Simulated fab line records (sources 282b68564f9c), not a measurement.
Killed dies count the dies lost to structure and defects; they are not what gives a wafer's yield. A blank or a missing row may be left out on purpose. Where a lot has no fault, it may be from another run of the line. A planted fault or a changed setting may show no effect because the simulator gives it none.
fab line records | flow rit-cmos
record: lots: 7 | wafers: 21 | last-day: 6
route steps=202 shown CONTACT@177 M1@184
lots that met no fault: from a run of the same line without faults
start-h: the number of hours between the record's first day and the start of the first shown wafer of the lot | wait-h: time in hours since the lot's previous step | " the same as in the row above | L1.1+2: several wafers, shown together as one row | - either no value or no given start | * or withheld: withheld | < > ~ a bound
route shown NAME@n: NAME is a module with steps in the file, n the number in the route of the first one | usual: average and standard deviation across the fault-free wafers | same: alike in all rows | chamber/n: place in a boat | sites: the reading at each site | _std_site: standard deviation of those values | _edge_site: mean of outer sites minus mean of inner sites | radius-mm: for every site, how far away it sits from the centre of the wafer | mask NAME#n: copy n | behind: the most recent tool/chamber to have shaped the wafer | hold: reason for holding the lot/hours on hold/outcome of the hold | device: the n, p or np transistor that did not switch | end of line: tests of these same wafers at the route's end | a step given without rows: its recipe and nothing more | killed: the dies lost at the first sort to structure and to defects; this is not the yield of the wafer | map: a wafer's dies, marking killed ones x, the rest . and places with no die _
set.NAME: the setting the step ran with; set.NAME@STEP: the setting that earlier step ran with | model.NAME: the simulator's own value behind a step, which no gauge read
lots at selected steps of the route; one table per step, one row per wafer
services: a tool's chamber out of use, with start hour (start-h, from the record's first day; less than 0 if before it), hours out, and reason
== steps ==
step: RIT_CONTACT_OVL_MEAS_09
usual: CONTACT_OVL: 0.7/1.3
lot.wafer | tool       | chamber | start-h | wait-h | hold                     | CONTACT_OVL[nm]
L486.1    | overlay-01 | -       | 77.25   | 0.1    | -                        | 1.9
L486.4    | "          | -       | "       | "      | -                        | 1.6
L486.6    | "          | -       | "       | "      | -                        | 1.1
L488.1    | overlay-02 | -       | 81.88   | 0.1    | -                        | 2.2
L488.3    | "          | -       | "       | "      | -                        | 2.4
L488.6    | "          | -       | "       | "      | -                        | 2.4
L493.1    | overlay-01 | -       | 111.20  | 2.7    | await-dispo/2.6h/release | 0.6
L493.3    | "          | -       | "       | "      | await-dispo/2.6h/release | -1.0
L493.4    | "          | -       | "       | "      | await-dispo/2.6h/release | 0.2
L495.1    | overlay-02 | -       | 119.91  | 1.6    | await-dispo/1.2h/release | 1.1
L495.2    | "          | -       | "       | "      | await-dispo/1.2h/release | 1.9
L495.5    | "          | -       | "       | "      | await-dispo/1.2h/release | 2.2
L497.1    | overlay-01 | -       | 135.12  | 0.1    | -                        | 0.8
L497.4    | "          | -       | "       | "      | -                        | 2.0
L497.6    | "          | -       | "       | "      | -                        | 0.8
L500.1    | overlay-02 | -       | 142.17  | 0.1    | -                        | 0.5
L500.2    | "          | -       | "       | "      | -                        | 0.1
L500.6    | "          | -       | "       | "      | -                        | 1.9
L501.1    | overlay-01 | -       | 146.68  | 0.1    | -                        | 3.1
L501.3    | "          | -       | "       | "      | -                        | 2.2
L501.6    | "          | -       | "       | "      | -                        | 1.1
step: RIT_CONTACT_HARDBAKE_10
recipe: resist: NOVOLAK | temp-c: 140 | time-s: 60
step: RIT_CONTACT_ETCH_11
recipe: target-depth-a: 4800 | over-etch-frac: 0.2 | stop-on: TiSi2 | chemistry: CHF3/CF4/Ar | target: SiO2 | CHF3_flow_sccm: 50 | cf4-flow-sccm: 10 | Ar_flow_sccm: 100 | O2_flow_sccm: 5 | pressure-mtorr: 100 | rf-w: 200 | time-s: 320
usual: O2_flow_sccm: 4.998/0.015 | drypump-motor-current-A: 5.7/0.56 | oes-product-au: 0.987/0.013 | throttle-valve-pct: 8.86/0.098
lot.wafer | tool        | chamber | start-h | wait-h | O2_flow_sccm | drypump-motor-current-A | oes-product-au | rf-hours-counter-h | throttle-valve-pct
L486.1    | rie-diel-01 | 0       | 77.44   | 0.1    | 5.014        | 5.5                     | 0.980          | 125                | 8.70
L486.4    | "           | 3       | "       | "      | 5.010        | 5.7                     | 0.976          | 57                 | 8.79
L486.6    | "           | 0       | "       | "      | 5.000        | 5.5                     | 0.979          | -                  | 8.71
L488.1    | rie-diel-01 | 3       | 82.07   | 0.1    | 5.020        | 5.7                     | 0.972          | 57                 | 8.79
L488.3    | "           | 2       | "       | "      | 5.014        | 5.2                     | 0.981          | 49                 | 9.01
L488.6    | "           | 0       | "       | "      | 5.016        | 5.5                     | 0.972          | -                  | 8.70
L493.1    | rie-diel-01 | 2       | 111.42  | 0.1    | 5.009        | 5.2                     | 0.983          | 49                 | 9.02
L493.3    | "           | 0       | "       | "      | 4.982        | 5.5                     | 0.967          | 126                | 8.71
L493.4    | "           | 3       | "       | "      | 4.998        | 5.7                     | 0.978          | 58                 | 8.80
L495.1    | rie-diel-04 | 3       | 120.13  | 0.1    | 4.983        | 5.4                     | 0.982          | 143                | 8.97
L495.2    | "           | 0       | "       | "      | 5.005        | 6.7                     | 1.017          | 4                  | 8.84
L495.5    | "           | 2       | "       | "      | 5.007        | 5.3                     | 1.009          | -                  | 8.84
L497.1    | rie-diel-02 | 0       | 135.30  | 0.1    | 5.018        | 5.7                     | 0.992          | 146                | 9.02
L497.4    | "           | 3       | "       | "      | 4.974        | 6.8                     | 0.996          | 92                 | 8.85
L497.6    | "           | 1       | "       | "      | 5.008        | 5.8                     | 1.008          | -                  | 8.77
L500.1    | rie-diel-01 | 3       | 142.59  | 0.1    | 4.986        | 5.7                     | 0.977          | 58                 | 8.81
L500.2    | "           | 1       | "       | "      | 5.002        | 4.9                     | 0.976          | 106                | 8.81
L500.6    | "           | 0       | "       | "      | 4.981        | 5.5                     | 0.982          | -                  | 8.71
L501.1    | rie-diel-04 | 2       | 146.87  | 0.1    | 5.003        | 5.3                     | 1.009          | 29                 | 8.84
L501.3    | "           | 3       | "       | "      | 4.984        | 5.4                     | 0.969          | 143                | 8.98
L501.6    | "           | 0       | "       | "      | 4.998        | 6.8                     | 1.009          | -                  | 8.84
step: RIT_CONTACT_STRIP_12
recipe: chemistry: O2 | time-s: 180 | resist: NOVOLAK | platen-temp-c: withheld | power-w: 500 | pressure-mtorr: 4000 | o2-flow-sccm: 4000
usual: drypump-motor-current-A: 5.7/0.32
lot.wafer | tool            | chamber | start-h | wait-h | drypump-motor-current-A | rf-hours-counter-h
L486.1    | plasma-asher-03 | 0       | 77.64   | 0.1    | 5.6                     | 24
L486.4    | "               | 0       | "       | "      | 5.6                     | -
L486.6    | "               | 1       | "       | "      | 6.0                     | -
L488.1    | plasma-asher-03 | 1       | 82.27   | 0.1    | 6.0                     | 25
L488.3    | "               | 1       | "       | "      | 6.0                     | -
L488.6    | "               | 1       | "       | "      | 6.0                     | -
L493.1    | plasma-asher-02 | 0       | 113.86  | 2.3    | 6.1                     | 49
L493.3    | "               | 0       | "       | "      | 6.1                     | -
L493.4    | "               | 1       | "       | "      | 5.5                     | -
L495.1    | plasma-asher-02 | 0       | 120.32  | 0.1    | 6.1                     | 0
L495.2    | "               | 1       | "       | "      | 5.5                     | 0
L495.5    | "               | 1       | "       | "      | 5.5                     | -
L497.1    | plasma-asher-02 | 1       | 135.50  | 0.1    | 5.5                     | 1
L497.4    | "               | 1       | "       | "      | 5.5                     | -
L497.6    | "               | 1       | "       | "      | 5.5                     | -
L500.1    | plasma-asher-02 | 1       | 142.78  | 0.1    | 5.5                     | 3
L500.2    | "               | 0       | "       | "      | 6.1                     | 3
L500.6    | "               | 1       | "       | "      | 5.5                     | -
L501.1    | plasma-asher-02 | 0       | 147.06  | 0.1    | 6.1                     | 3
L501.3    | "               | 1       | "       | "      | 5.5                     | -
L501.6    | "               | 1       | "       | "      | 5.5                     | -
step: RIT_CONTACT_CD_MEAS_90
recipe: target-cd-nm: 1000
usual: cd-nm: 999.7/2.4
lot.wafer | tool      | chamber | start-h | wait-h | hold                     | cd-nm
L486.1    | cd-sem-01 | -       | 77.81   | 0.1    | -                        | 993.1
L486.4    | "         | -       | "       | "      | -                        | 996.6
L486.6    | "         | -       | "       | "      | -                        | 991.6
L488.1    | cd-sem-01 | -       | 82.44   | 0.1    | -                        | 1002.6
L488.3    | "         | -       | "       | "      | -                        | 1000.8
L488.6    | "         | -       | "       | "      | -                        | 1001.3
L493.1    | cd-sem-01 | -       | 114.04  | 0.1    | await-dispo/0.2h/release | 960.4
L493.3    | "         | -       | "       | "      | await-dispo/0.2h/release | 961.4
L493.4    | "         | -       | "       | "      | await-dispo/0.2h/release | 964.1
L493.1    | cd-sem-01 | -       | 114.32  | 0.3    | -                        | 960.0
L493.3    | "         | -       | "       | "      | -                        | 961.7
L493.4    | "         | -       | "       | "      | -                        | 963.8
L495.1    | cd-sem-01 | -       | 120.50  | 0.1    | await-dispo/0.2h/release | 979.7
L495.2    | "         | -       | "       | "      | await-dispo/0.2h/release | 976.2
L495.5    | "         | -       | "       | "      | await-dispo/0.2h/release | 975.9
L495.1    | cd-sem-01 | -       | 120.78  | 0.3    | -                        | 980.1
L495.2    | "         | -       | "       | "      | -                        | 976.1
L495.5    | "         | -       | "       | "      | -                        | 975.7
L497.1    | cd-sem-02 | -       | 135.67  | 0.1    | -                        | 1002.7
L497.4    | "         | -       | "       | "      | -                        | 1005.4
L497.6    | "         | -       | "       | "      | -                        | 1003.9
L500.1    | cd-sem-01 | -       | 142.96  | 0.1    | -                        | 999.6
L500.2    | "         | -       | "       | "      | -                        | 999.5
L500.6    | "         | -       | "       | "      | -                        | 998.5
L501.1    | cd-sem-01 | -       | 147.23  | 0.1    | -                        | 1000.1
L501.3    | "         | -       | "       | "      | -                        | 1001.8
L501.6    | "         | -       | "       | "      | -                        | 1000.1
step: RIT_CONTACT_CLEAN_13
recipe: chemistry: SC1 | mix: 3:3:50 | time-s: 600 | temp-c: 75
step: RIT_CONTACT_CLEAN_14
recipe: chemistry: SC2 | mix: 3:3:50 | time-s: 600 | temp-c: 75 | dry: n2-spin
step: RIT_M1_SPUTTER_00
recipe: material: Al | target-thk-nm: 400 | power-w: 1955 | chamber-pressure-pa: 0.4 | gas: Ar | time-s: 500 | substrate-temp-c: 25
usual: throttle-valve-pct: 29.2/1.1
lot.wafer | tool           | chamber | start-h | wait-h | throttle-valve-pct
L486.1    | pvd-sputter-02 | -       | 78.30   | 0.0    | 31.7
L486.4    | "              | -       | "       | "      | 27.9
L486.6    | "              | -       | "       | "      | 27.9
L488.1    | pvd-sputter-04 | -       | 82.91   | 0.0    | 28.5
L488.3    | "              | -       | "       | "      | 29.5
L488.6    | "              | -       | "       | "      | 31.5
L493.1    | pvd-sputter-04 | -       | 116.85  | 0.0    | 28.6
L493.3    | "              | -       | "       | "      | 31.3
L493.4    | "              | -       | "       | "      | 29.9
L495.1    | pvd-sputter-04 | -       | 126.91  | 0.0    | 31.4
L495.2    | "              | -       | "       | "      | 28.4
L495.5    | "              | -       | "       | "      | 29.8
L497.1    | pvd-sputter-04 | -       | 136.16  | 0.0    | 31.1
L497.4    | "              | -       | "       | "      | 28.7
L497.6    | "              | -       | "       | "      | 29.4
L500.1    | pvd-sputter-01 | -       | 143.44  | 0.0    | 28.2
L500.2    | "              | -       | "       | "      | 28.6
L500.6    | "              | -       | "       | "      | 29.2
L501.1    | pvd-sputter-04 | -       | 147.88  | 0.0    | 29.7
L501.3    | "              | -       | "       | "      | 29.5
L501.6    | "              | -       | "       | "      | 28.8
step: RIT_M1_RS_MEAS_01
recipe: thk-meas-gauge: four-point-probe | reads: Al_of_M1_SPUTTER_00
usual: M1_AL_RS: 0.0748/0.0011
lot.wafer | tool          | chamber | start-h | wait-h | M1_AL_RS[ohm/sq]
L486.1    | film-metro-01 | -       | 78.59   | 0.1    | 0.0776
L486.4    | "             | -       | "       | "      | 0.0760
L486.6    | "             | -       | "       | "      | 0.0756
L488.1    | film-metro-01 | -       | 83.20   | 0.1    | 0.0747
L488.3    | "             | -       | "       | "      | 0.0736
L488.6    | "             | -       | "       | "      | 0.0751
L493.1    | film-metro-03 | -       | 117.15  | 0.1    | 0.0748
L493.3    | "             | -       | "       | "      | 0.0748
L493.4    | "             | -       | "       | "      | 0.0751
L495.1    | film-metro-04 | -       | 127.20  | 0.1    | 0.0753
L495.2    | "             | -       | "       | "      | 0.0752
L495.5    | "             | -       | "       | "      | 0.0751
L497.1    | film-metro-04 | -       | 136.45  | 0.1    | 0.0747
L497.4    | "             | -       | "       | "      | 0.0753
L497.6    | "             | -       | "       | "      | 0.0759
L500.1    | film-metro-01 | -       | 143.74  | 0.1    | 0.0740
L500.2    | "             | -       | "       | "      | 0.0757
L500.6    | "             | -       | "       | "      | 0.0763
L501.1    | film-metro-04 | -       | 148.17  | 0.1    | 0.0747
L501.3    | "             | -       | "       | "      | 0.0753
L501.6    | "             | -       | "       | "      | 0.0751
step: RIT_M1_THK_MEAS_02
recipe: thk-meas-gauge: xrf | reads: Al_of_M1_SPUTTER_00
usual: M1_AL_THK: 395/5.8
lot.wafer | tool          | chamber | start-h | wait-h | M1_AL_THK[nm]
L486.1    | film-metro-01 | -       | 78.71   | 0.1    | 380
L486.4    | "             | -       | "       | "      | 390
L486.6    | "             | -       | "       | "      | 391
L488.1    | film-metro-01 | -       | 83.32   | 0.1    | 396
L488.3    | "             | -       | "       | "      | 402
L488.6    | "             | -       | "       | "      | 394
L493.1    | film-metro-03 | -       | 117.27  | 0.1    | 396
L493.3    | "             | -       | "       | "      | 392
L493.4    | "             | -       | "       | "      | 393
L495.1    | film-metro-04 | -       | 127.32  | 0.1    | 388
L495.2    | "             | -       | "       | "      | 389
L495.5    | "             | -       | "       | "      | 392
L497.1    | film-metro-04 | -       | 136.57  | 0.1    | 391
L497.4    | "             | -       | "       | "      | 392
L497.6    | "             | -       | "       | "      | 389
L500.1    | film-metro-01 | -       | 143.86  | 0.1    | 398
L500.2    | "             | -       | "       | "      | 393
L500.6    | "             | -       | "       | "      | 389
L501.1    | film-metro-04 | -       | 148.29  | 0.1    | 395
L501.3    | "             | -       | "       | "      | 391
L501.6    | "             | -       | "       | "      | 390
step: RIT_M1_HMDS_03
recipe: prime-time-s: 60 | prime-temp-c: 140
step: RIT_M1_COAT_04
recipe: resist: NOVOLAK | spin-rpm: 2000 | resist-thk-nm: 1300
step: RIT_M1_SOFTBAKE_05
recipe: resist: NOVOLAK | temp-c: 90 | time-s: 61.98
usual: heater-power-total-W: 34.62/0.048 | plate-sensor-t-centre-C: 90.968/0.0098 | plate-sensor-t-edge-C: 91.019/0.011
lot.wafer | tool           | chamber | start-h | wait-h | heater-power-total-W | plate-sensor-t-centre-C | plate-sensor-t-edge-C
L486.1    | litho-track-04 | 0       | 79.07   | 0.1    | 34.65                | 90.974                  | 91.045
L486.4    | "              | 0       | "       | "      | 34.60                | 90.985                  | 91.031
L486.6    | "              | 0       | "       | "      | 34.70                | 90.962                  | 91.012
L488.1    | litho-track-03 | 0       | 83.73   | 0.1    | 34.55                | 90.983                  | 91.021
L488.3    | "              | 0       | "       | "      | 34.69                | 90.968                  | 91.012
L488.6    | "              | 0       | "       | "      | 34.63                | 90.981                  | 91.031
L493.1    | litho-track-03 | 0       | 117.63  | 0.1    | 33.98                | 89.797                  | 89.835
L493.3    | "              | 0       | "       | "      | 33.96                | 89.783                  | 89.845
L493.4    | "              | 0       | "       | "      | 33.99                | 89.805                  | 89.845
L495.1    | litho-track-03 | 0       | 127.68  | 0.1    | 34.01                | 89.809                  | 89.820
L495.2    | "              | 0       | "       | "      | 34.03                | 89.792                  | 89.825
L495.5    | "              | 0       | "       | "      | 33.95                | 89.795                  | 89.841
L497.1    | litho-track-03 | 0       | 136.93  | 0.1    | 34.06                | 89.793                  | 89.825
L497.4    | "              | 0       | "       | "      | 34.02                | 89.813                  | 89.846
L497.6    | "              | 0       | "       | "      | 33.97                | 89.802                  | 89.834
L500.1    | litho-track-04 | 0       | 144.22  | 0.1    | 34.65                | 90.971                  | 91.017
L500.2    | "              | 0       | "       | "      | 34.64                | 90.968                  | 91.003
L500.6    | "              | 0       | "       | "      | 34.64                | 90.961                  | 91.022
L501.1    | litho-track-02 | 0       | 148.65  | 0.1    | 34.51                | 90.974                  | 91.015
L501.3    | "              | 0       | "       | "      | 34.67                | 90.952                  | 91.007
L501.6    | "              | 0       | "       | "      | 34.65                | 90.966                  | 91.015
step: RIT_M1_EXPOSE_06
recipe: mask-id: M12 | na: 0.6 | source-shape: conventional | sigma-outer: 0.5 | target-cd-nm: 2600 | dose-mj: 250
step: RIT_M1_PROBE_99
usual: killed-at-contacts: 0.1/0.25 | killed-at-front-end: 7/3.2 | killed-dies: 7/3.2 | killed-open: 3.5/2.1 | killed-short: 3.5/2.1
same: gross-dies: 264 | killed_at_M0_to_M3: 0 | killed_at_M4_up: 0 | killed-at-back-side: 0 | killed-at-other: 0
lot.wafer | tool      | chamber | start-h | wait-h | killed-at-contacts | killed-at-front-end | killed-dies | killed-open | killed-short
L486.1    | prober-02 | -       | 82.94   | 0.1    | 0                  | 14                  | 14          | 6           | 8
L486.4    | prober-02 | -       | 83.09   | 0.2    | 0                  | 11                  | 11          | 5           | 6
L486.6    | prober-02 | -       | 83.19   | 0.2    | 0                  | 7                   | 7           | 3           | 4
L488.1    | prober-02 | -       | 89.59   | 0.1    | 0                  | 6                   | 6           | 4           | 2
L488.3    | prober-02 | -       | 89.69   | 0.2    | 0                  | 3                   | 3           | 0           | 3
L488.6    | prober-02 | -       | 89.84   | 0.2    | 0                  | 7                   | 7           | 5           | 2
L493.1    | prober-01 | -       | 121.03  | 0.1    | 0                  | 6                   | 6           | 0           | 6
L493.3    | prober-01 | -       | 121.13  | 0.2    | 0                  | 2                   | 2           | 2           | 0
L493.4    | prober-01 | -       | 121.18  | 0.2    | 0                  | 7                   | 7           | 0           | 7
L495.1    | prober-02 | -       | 130.92  | 0.1    | 0                  | 10                  | 10          | 2           | 8
L495.2    | prober-02 | -       | 130.97  | 0.1    | 1                  | 13                  | 14          | 8           | 6
L495.5    | prober-02 | -       | 131.12  | 0.2    | 0                  | 10                  | 10          | 6           | 4
L497.1    | prober-02 | -       | 140.17  | 0.1    | 0                  | 6                   | 6           | 2           | 4
L497.4    | prober-02 | -       | 140.32  | 0.2    | 0                  | 5                   | 5           | 2           | 3
L497.6    | prober-02 | -       | 140.42  | 0.2    | 1                  | 10                  | 11          | 4           | 7
L500.1    | prober-01 | -       | 147.58  | 0.1    | 0                  | 11                  | 11          | 6           | 5
L500.2    | prober-01 | -       | 147.63  | 0.1    | 0                  | 4                   | 4           | 2           | 2
L500.6    | prober-01 | -       | 147.83  | 0.2    | 0                  | 12                  | 12          | 7           | 5
L501.1    | prober-02 | -       | 152.05  | 0.1    | 0                  | 4                   | 4           | 1           | 3
L501.3    | prober-02 | -       | 152.15  | 0.2    | 0                  | 7                   | 7           | 3           | 4
L501.6    | prober-02 | -       | 152.30  | 0.2    | 0                  | 4                   | 4           | 2           | 2
killed by level:class
L486.1 FOX1:geometric-particle:open=3 FOX1:geometric-particle:short=3 GATE:geometric-particle:open=2 SPACER:geometric-particle:short=2 SILICIDE:geometric-particle:short=2 GATE:geometric-particle:short=1 SPACER:geometric-particle:open=1
L486.4 FOX1:geometric-particle:open=3 FOX1:geometric-particle:short=2 SPACER:geometric-particle:short=2 GATE:geometric-particle:short=1 GATE:geometric-particle:open=1 REOX:geometric-particle:short=1 SILICIDE:geometric-particle:open=1
L486.6 GATE:geometric-particle:short=2 GATE:geometric-particle:open=2 FOX1:geometric-particle:open=1 FOX1:geometric-particle:short=1 REOX:geometric-particle:short=1
L488.1 SPACER:geometric-particle:open=2 FOX1:geometric-particle:open=1 GATE:geometric-particle:open=1 REOX:geometric-particle:short=1 SPACER:geometric-particle:short=1
L488.3 FOX2:geometric-particle:short=1 REOX:geometric-particle:short=1 SPACER:geometric-particle:short=1
L488.6 GATE:geometric-particle:open=2 SPACER:geometric-particle:open=2 FOX1:geometric-particle:open=1 SPACER:geometric-particle:short=1 SILICIDE:geometric-particle:short=1
L493.1 FOX2:geometric-particle:short=3 GATE:geometric-particle:short=3
L493.3 REOX:geometric-particle:open=1 SILICIDE:geometric-particle:open=1
L493.4 FOX1:geometric-particle:short=2 FOX2:geometric-particle:short=2 GATE:geometric-particle:short=2 REOX:geometric-particle:short=1
L495.1 GATE:geometric-particle:short=3 SILICIDE:geometric-particle:short=2 FOX2:geometric-particle:short=1 GATE:geometric-particle:open=1 REOX:geometric-particle:short=1 SPACER:geometric-particle:short=1 SILICIDE:geometric-particle:open=1
L495.2 GATE:geometric-particle:open=3 GATE:geometric-particle:short=2 REOX:geometric-particle:open=2 SILICIDE:geometric-particle:open=2 REOX:geometric-particle:short=1 SPACER:geometric-particle:open=1 SPACER:geometric-particle:short=1 SILICIDE:geometric-particle:short=1
L495.5 REOX:geometric-particle:open=4 REOX:geometric-particle:short=3 GATE:geometric-particle:open=2 GATE:geometric-particle:short=1
L497.1 FOX1:geometric-particle:short=3 FOX2:geometric-particle:open=1 SPACER:geometric-particle:open=1 SPACER:geometric-particle:short=1
L497.4 FOX2:geometric-particle:short=1 GATE:geometric-particle:open=1 SPACER:geometric-particle:short=1 SILICIDE:geometric-particle:short=1 SILICIDE:geometric-particle:open=1
L497.6 FOX2:geometric-particle:short=2 SPACER:geometric-particle:open=2 FOX1:geometric-particle:open=1 FOX1:geometric-particle:short=1 GATE:geometric-particle:short=1 GATE:geometric-particle:open=1 SPACER:geometric-particle:short=1 SILICIDE:geometric-particle:short=1
L500.1 GATE:geometric-particle:open=3 GATE:geometric-particle:short=2 REOX:geometric-particle:open=2 SPACER:geometric-particle:short=2 FOX2:geometric-particle:short=1 SPACER:geometric-particle:open=1
L500.2 GATE:geometric-particle:open=2 FOX1:geometric-particle:short=1 SILICIDE:geometric-particle:short=1
L500.6 GATE:geometric-particle:open=4 FOX1:geometric-particle:open=2 SPACER:geometric-particle:short=2 FOX2:geometric-particle:short=1 GATE:geometric-particle:short=1 SILICIDE:geometric-particle:open=1 SILICIDE:geometric-particle:short=1
L501.1 GATE:geometric-particle:short=2 FOX2:geometric-particle:short=1 GATE:geometric-particle:open=1
L501.3 GATE:geometric-particle:open=2 SILICIDE:geometric-particle:short=2 FOX1:geometric-particle:short=1 GATE:geometric-particle:short=1 SPACER:geometric-particle:open=1
L501.6 GATE:geometric-particle:short=2 REOX:geometric-particle:open=1 SPACER:geometric-particle:open=1
== services ==
tool            | chamber | start-h | hours | kind
plasma-asher-02 | -       | 60.59   | 2.8   | repair
rie-diel-04     | 2       | 60.77   | 4.1   | repair
rie-diel-02     | -       | 81.22   | 0.2   | repair
pvd-sputter-01  | -       | 97.98   | 2.7   | repair
rie-diel-02     | 3       | 111.14  | 5.3   | repair
rie-diel-01     | -       | 111.62  | 2.8   | pm
rie-diel-01     | 0       | 114.40  | 5.0   | repair
plasma-asher-02 | 0       | 117.92  | -     | clean
plasma-asher-02 | 1       | 117.92  | -     | clean
rie-diel-02     | 1       | 123.86  | 2.4   | repair
rie-diel-04     | 1       | 130.25  | 10.1  | repair
== key ==
first-sign: step: RIT_M1_SOFTBAKE_05 | reading: plate-sensor-t-centre-C | direction: down | sigmas: 99+ | usual: 90.968 | struck: 89.799
effect: step: RIT_M1_SOFTBAKE_05 | reading: plate-sensor-t-edge-C | direction: down | sigmas: 99+ | usual: 91.019 | struck: 89.835
met-at RIT_M1_SOFTBAKE_05
struck-wafers L493.1,L493.3,L493.4,L495.1,L495.2,L495.5,L497.1,L497.4,L497.6
tester-left-out L493,L495,L497
loop-trim: step: RIT_CONTACT_EXPOSE_05 | setting: dose | lots: L495
loop-trim: step: RIT_M1_EXPOSE_06 | setting: dose | lots: L497
onset-between 83.73 117.63
earlier-fault: kind: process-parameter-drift | tool: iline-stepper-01 | chamber: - | onset-h: 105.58 | steps: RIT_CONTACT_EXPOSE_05 | channel: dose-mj | offset: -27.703 | shape: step | acts-in: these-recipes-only | stated: 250
earlier-fault: kind: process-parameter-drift | tool: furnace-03 | chamber: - | onset-h: 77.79 | steps: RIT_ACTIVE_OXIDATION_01 | channel: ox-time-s | offset: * | shape: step | end-h: 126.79 | acts-in: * | stated: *
fault: kind: process-parameter-drift | tool: litho-track-03 | chamber: - | onset-h: 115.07 | steps: RIT_M1_SOFTBAKE_05 | channel: temp-c | offset: * | shape: step | acts-in: * | stated: *
tester-left-out: of these lots the tester's yield and bins aren't shown, on N5 and GAA mostly nor the transistor test; their killed dies are dies lost to structure and defects alone, not to doping, threshold or leakage, so they don't give the yield
loop-trim: a control loop set the setting to another value than it would have without faults
